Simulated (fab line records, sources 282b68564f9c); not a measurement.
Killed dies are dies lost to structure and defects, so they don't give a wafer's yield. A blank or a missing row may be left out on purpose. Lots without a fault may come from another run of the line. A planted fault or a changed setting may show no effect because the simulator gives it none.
One fault seen from 2 desks | flow rit_cmos | each desk has only its own numbers; what lay behind them comes last

THE TOOL OWNER'S DESK: rie_diel-02
The tool's own readings at RIT_SPACER_ETCHBACK_05 (etches Si3N4 in SF6/CHF3, stops on SiO2, target depth 250 nm, time 240 s): means of the sampled wafers that have a number, for each lot that ran on this tool. A lot is out of limits, marked OUT, if its mean lies more than 4 standard deviations from the usual mean; the brackets give that distance.
Columns: A = drypump_motor_current_A at RIT_SPACER_ETCHBACK_05, usual 5.8 A; B = oes_product_au at RIT_SPACER_ETCHBACK_05, usual 0.843 a.u.; C = throttle_valve_pct at RIT_SPACER_ETCHBACK_05, usual 10.24 %
lot  | first seen here | A   | B     | C
L789 | day 3 17:00     | 6.3 | 0.845 | 10.18
L790 | day 3 23:14     | 6.2 | 0.847 | 10.13
L791 | day 4 03:36     | 5.9 | 0.841 | 10.29
L793 | day 4 10:32     | 5.9 | 0.851 | 10.14
L796 | day 5 02:10     | 5.9 | 0.846 | 10.30
L798 | day 5 11:28     | 5.8 | 0.842 | 10.24
L799 | day 5 20:34     | 6.1 | 0.836 | 10.24
L802 | day 6 08:01     | 6.0 | 0.846 | 10.18
L804 | day 6 19:19     | 6.0 | 0.851 | 10.19
This desk's finding: nothing out of limits on any of the 9 lots.

THE METROLOGY DESK
What the gauges read, lot by lot, whatever tool the lot ran on: means of the sampled wafers that have a number. A lot is out of limits, marked OUT, if its mean lies more than 4 standard deviations from the usual mean; the brackets give that distance.
Columns: A = PSD_TW at RIT_PSD_TW_MEAS_10, usual 3458
lot  | first seen here | A
L786 | day 3 07:11     | 3476
L789 | day 3 20:17     | 3480
L790 | day 4 02:17     | 3483
L791 | day 4 06:51     | 3472
L793 | day 4 13:28     | 3509
L796 | day 5 05:06     | 3482
L798 | day 5 14:24     | 3464
L799 | day 5 23:39     | 3458
L800 | day 6 01:52     | 3393
L801 | day 6 09:05     | 3473
L802 | day 6 11:17     | 3460
L803 | day 6 18:43     | 3483
L804 | day 6 22:26     | 3448
L807 | day 7 13:13     | 3495
This desk's finding: nothing out of limits on any of the 14 lots.

PUT TOGETHER
The tool owner's desk saw nothing out of limits.
The metrology desk saw nothing out of limits.

WHAT THE SIMULATOR HAD PUT IN
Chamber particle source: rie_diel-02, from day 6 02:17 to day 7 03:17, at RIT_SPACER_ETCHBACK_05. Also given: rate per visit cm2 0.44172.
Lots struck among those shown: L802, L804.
